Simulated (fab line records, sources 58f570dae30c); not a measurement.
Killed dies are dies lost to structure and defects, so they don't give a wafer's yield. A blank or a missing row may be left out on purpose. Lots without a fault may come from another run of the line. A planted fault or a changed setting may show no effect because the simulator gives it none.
Chamber matching | flow berkeley_cmos170 | UCB170_ACTIVE_ETCH_15 on rie_diel-03: 4 sister chambers
The step etches Si3N4 in CH3F/Ar/O2, stops on SiO2, target depth 242 nm, time 151 s. 4 wafers are shown with their chamber, then 7 later ones without.

WAFERS WITH THEIR CHAMBER
wafer  | chamber | throttle_valve_pct (%)
L477.1 | 0       | 8.33
L477.2 | 1       | 8.25
L483.2 | 3       | 7.99
L483.4 | 2       | 7.90

WAFERS WITHOUT THEIR CHAMBER
wafer  | throttle_valve_pct (%)
L483.5 | 7.97
L480.2 | 7.92
L480.4 | 8.30
L480.5 | 7.93
L484.1 | 8.24
L484.2 | 7.98
L484.6 | 7.91

WHICH CHAMBER EACH WENT THROUGH
wafer  | from the rows above     | in truth
L483.5 | 3                       | 3
L480.2 | 2                       | 2
L480.4 | can't be placed: 0 or 1 | 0
L480.5 | can't be placed: 2 or 3 | 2
L484.1 | 1                       | 1
L484.2 | 3                       | 3
L484.6 | 2                       | 2
Placed correctly: 5 of 7. Can't be placed from these rows: 2 (the true chamber is among the candidates in 2). Placed wrongly: 0.
How it was worked out, from the rows above alone: a wafer's distance from a chamber is the root of the sum, over the readings, of the square of ((its reading less the chamber's mean) divided by the reading's scatter). The wafer belongs to the nearest chamber; if the next one is less than 2 further off, it can't be placed. A chamber's mean is the mean of its shown wafers. The scatter: with one shown wafer a chamber, the root of the mean of the squares of how far each hidden wafer lies from its nearest shown one.
